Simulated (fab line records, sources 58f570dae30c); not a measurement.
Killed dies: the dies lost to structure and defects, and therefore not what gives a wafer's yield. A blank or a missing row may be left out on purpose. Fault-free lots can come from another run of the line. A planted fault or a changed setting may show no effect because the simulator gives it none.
Which tool was responsible?	flow berkeleyCmos170	Sampling: 14 lots, 42 wafers, 6 of 331 route steps

## WHAT THE GAUGES SHOWED, per wafer
UCB170_PFIELD_TW_MEAS_09.
lot	measured	on	PFIELD_TW
L664	day 5 18:55	filmMetro-04	596 595 593
L665	day 5 19:12	filmMetro-01	607 610 613
L663	day 5 19:20	filmMetro-04	595 599 599
L674	day 7 17:11	filmMetro-03	605 603 604
L673	day 7 17:27	filmMetro-03	599 599 604
L676	day 7 17:38	filmMetro-03	603 602 603
L675	day 7 17:41	filmMetro-03	601 598 600
L679	day 8 20:11	filmMetro-03	603 602 603
L681	day 8 20:29	filmMetro-03	606 606 602
L680	day 8 20:44	filmMetro-03	606 606 604
L682	day 9 08:44	filmMetro-01	612 611 609
L684	day 9 09:38	filmMetro-01	612 614 611
L683	day 9 09:47	filmMetro-04	599 602 598
L685	day 9 20:13	filmMetro-01	614 614 613

UCB170_CONTACT_THK_MEAS_02.
lot	measured	on	CONTACT_PSG_THK (nm)
L664	day 8 22:52	filmMetro-02	696 693 688
L665	day 8 23:08	filmMetro-01	709 711 708
L663	day 9 00:42	filmMetro-02	705 703 706
L674	day 10 23:11	filmMetro-02	572 576 575 572 576 574
L673	day 10 23:11	filmMetro-04	572 572 569 572 572 570
L676	day 11 03:19	filmMetro-04	709 706 703
L675	day 11 03:14	filmMetro-04	701 698 695
L679	day 12 05:56	filmMetro-02	707 709 711
L681	day 12 04:10	filmMetro-02	700 697 699
L680	day 12 04:10	filmMetro-01	690 694 700
L682	day 12 22:04	filmMetro-01	711 702 711
L684	day 12 22:04	filmMetro-02	708 701 703
L683	day 12 22:08	filmMetro-02	711 702 704
L685	day 12 22:08	filmMetro-04	706 707 708

UCB170_M1_RS_MEAS_01: measurement is done with a four-point probe.
lot	measured	on	M1_AL_RS (ohm/sq)
L664	day 9 01:28	filmMetro-04	0.0486 0.0493 0.0491
L665	day 9 02:14	filmMetro-02	0.0486 0.0490 0.0483
L663	day 9 06:10	filmMetro-03	0.0490 0.0488 0.0485
L674	day 11 06:37	filmMetro-04	0.0488 0.0486 0.0487
L673	day 11 04:36	filmMetro-03	0.0495 0.0491 0.0495
L676	day 11 07:38	filmMetro-02	0.0482 0.0482 0.0485
L675	day 11 07:43	filmMetro-03	0.0487 0.0487 0.0481
L679	day 12 08:44	filmMetro-04	0.0491 0.0485 0.0488
L681	day 12 07:12	filmMetro-04	0.0486 0.0487 0.0486
L680	day 12 07:36	filmMetro-03	0.0489 0.0486 0.0486
L682	day 13 02:16	filmMetro-02	0.0485 0.0490 0.0487
L684	day 13 01:55	filmMetro-02	0.0482 0.0483 0.0488
L683	day 13 04:34	filmMetro-02	0.0482 0.0481 0.0488
L685	day 13 03:08	filmMetro-03	0.0484 0.0485 0.0487

UCB170_V1_THK_MEAS_04.
lot	measured	on	V1_POLISHED_THK (nm)
L664	day 9 07:32	filmMetro-01	1000.7 999.8 1000.1
L665	day 9 08:56	filmMetro-01	1000.5 1000.5 999.3
L663	day 9 12:52	filmMetro-04	1000.1 999.2 1000.5
L674	day 11 10:28	filmMetro-01	1000.5 999.9 1000.3
L673	day 11 09:08	filmMetro-03	999.8 1000.1 1000.3
L676	day 11 11:48	filmMetro-04	998.5 999.2 1000.3
L675	day 11 11:50	filmMetro-01	999.8 1000.3 1001.0
L679	day 12 21:07	filmMetro-04	998.5 998.2 999.9
L681	day 12 20:32	filmMetro-04	999.4 1000.2 1000.0
L680	day 12 20:50	filmMetro-01	999.8 999.7 1000.0
L682	day 13 08:28	filmMetro-04	998.8 1000.5 998.9
L684	day 13 07:07	filmMetro-01	1000.5 1000.5 1000.0
L683	day 13 09:22	filmMetro-04	998.9 999.1 1000.7
L685	day 13 09:04	filmMetro-01	999.0 998.7 999.3

## TOOL THAT RAN EACH LOT (tool first, then ch and the chambers of the sampled wafers, then the start)
lot	UCB170_CONTACT_CVD_01	UCB170_CONTACT_ETCH_18
L664	lpcvd-02 ch 0, day 8 21:05	rieDiel-04 ch 0,1,3, day 9 01:28 or earlier
L665	lpcvd-01 ch 1, day 8 21:20	rieDiel-04 ch 0,3, day 9 02:14 or earlier
L663	lpcvd-02 ch 1, day 8 22:52	rieDiel-03 ch 0,2, day 9 06:10 or earlier
L674	lpcvd-01 ch 1, day 10 21:23	rieDiel-04 ch 1,3, day 11 06:37 or earlier
L673	lpcvd-01 ch 1, day 10 21:23	rieDiel-01 ch 1,3, day 11 04:36 or earlier
L676	lpcvd-02 ch 1, day 11 01:28	rieDiel-01 ch 0,1,3, day 11 07:38 or earlier
L675	lpcvd-02 ch 0, day 11 01:28	rieDiel-03 ch 0,3, day 11 07:43 or earlier
L679	lpcvd-02 ch 0, day 12 04:09	rieDiel-03 ch 0,2, day 12 08:44 or earlier
L681	lpcvd-02 ch 1, day 12 02:22	rieDiel-04 ch 0,1, day 12 07:12 or earlier
L680	lpcvd-02 ch 0, day 12 02:22	rieDiel-03 ch 0,1,3, day 12 07:36 or earlier
L682	lpcvd-02 ch 1, day 12 20:17	rieDiel-01 ch 0,2,3, day 13 02:16 or earlier
L684	lpcvd-02 ch 1, day 12 20:17	rieDiel-04 ch 0,2,3, day 13 01:55 or earlier
L683	lpcvd-02 ch 1, day 12 20:17	rieDiel-04 ch 0,1,3, day 13 04:34 or earlier
L685	lpcvd-02 ch 0, day 12 20:17	rieDiel-04 ch 0,2, day 13 03:08 or earlier
- UCB170_CONTACT_CVD_01: deposits PSG from SiH4/O2/PH3, target thk 700 nm, time 2820 s.
- UCB170_CONTACT_ETCH_18: etches PSG in CHF3/CF4/Ar, stops on TiSi2, target depth 840 nm, time 195 s.

## AS READ BY THE TOOLS THEMSELVES (means over the sampled wafers that have a number; for cases with no such wafer, the mark the record gives instead)
UCB170_CONTACT_CVD_01.
lot	tool	sih4FlowSccm (sccm)	spikeTcSourceC (C)	susceptorTempC (C)
L664	lpcvd-02	59.96	466.5	449.92
L665	lpcvd-01	60.03	465.4	450.07
L663	lpcvd-02	60.28	462.2	450.14
L674	lpcvd-01	30.15	464.7	450.03
L673	lpcvd-01	30.19	464.8	450.23
L676	lpcvd-02	60.01	462.6	450.17
L675	lpcvd-02	60.08	467.4	449.80
L679	lpcvd-02	60.03	468.0	450.27
L681	lpcvd-02	59.98	462.0	450.07
L680	lpcvd-02	60.13	467.0	450.25
L682	lpcvd-02	59.97	461.1	450.05
L684	lpcvd-02	59.87	462.6	450.11
L683	lpcvd-02	59.73	461.3	450.45
L685	lpcvd-02	59.97	467.6	450.00

UCB170_CONTACT_ETCH_18.
lot	tool	drypumpMotorCurrentA (A)	oesProductAu (a.u.)	throttleValvePct (%)
L664	rieDiel-04	5.9	0.883	7.00
L665	rieDiel-04	6.0	0.902	7.04
L663	rieDiel-03	6.3	0.887	6.81
L674	rieDiel-04	6.0	0.800	6.96
L673	rieDiel-01	4.7	0.810	6.94
L676	rieDiel-01	5.0	0.899	6.88
L675	rieDiel-03	5.6	0.874	6.81
L679	rieDiel-03	6.3	0.890	6.81
L681	rieDiel-04	5.9	0.883	6.93
L680	rieDiel-03	5.5	0.874	6.89
L682	rieDiel-01	5.5	0.899	6.86
L684	rieDiel-04	6.0	0.905	7.03
L683	rieDiel-04	6.0	0.889	7.00
L685	rieDiel-04	5.9	0.910	7.00

## THE ANSWER, worked out from the rows above alone
Rule: the usual values come from the lots themselves. The widest of any qualifying gaps counts: lots, ordered by their means at a reading, are off when they make up no more than a third of the lots, leave a main group of 4 or more, and stand apart from it by 3 or more times the standard deviation of that group's means. A main group whose means are all the same, to the digits that the tables above print for the reading, isn't used. A lot without any number at a reading at which 4 lots or more have one is off too. Any other lot the step has rows for is counted as sound. First the gauges in route order, then the tools' own readings, where a lot's mean is used as printed above. At the first step where some lot is off, the reading lying furthest off is the one used; lots without a number count as furthest.
Off: L674, L673, seen at UCB170_CONTACT_THK_MEAS_02 (CONTACT_PSG_THK). For the main group the mean is 703 nm and the standard deviation 5.5.
If a tool, at a process step before that reading, ran all the lots that are off and no sound lot after the first of them, it fits. Not tried: the gauges at UCB170_CONTACT_THK_MEAS_02; whatever is off there is also off at UCB170_CONTACT_CVD_01, on other tools, and gauge error can't account for it. One candidate fits, namely lpcvd-01 at UCB170_CONTACT_CVD_01. A fault onset in the window from L665 (day 8 21:20, its last sound lot) to L673 (day 10 21:23, its first lot off) fits.
The tool's own readings at UCB170_CONTACT_CVD_01 bear it out: on the lots that are off they differ by more than 5 times the standard deviation of the sound lots' means. sih4FlowSccm reads 30.17 sccm there against 60.00 sccm on the sound lots.

## WHAT WAS PUT IN BY THE SIMULATOR
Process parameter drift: lpcvd-01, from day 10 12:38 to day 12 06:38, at UCB170_CONTACT_CVD_01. Setting sih4FlowSccm, moved by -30, from 60. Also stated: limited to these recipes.
Struck lots among those shown: L674, L673. This agrees with what the rule above found.
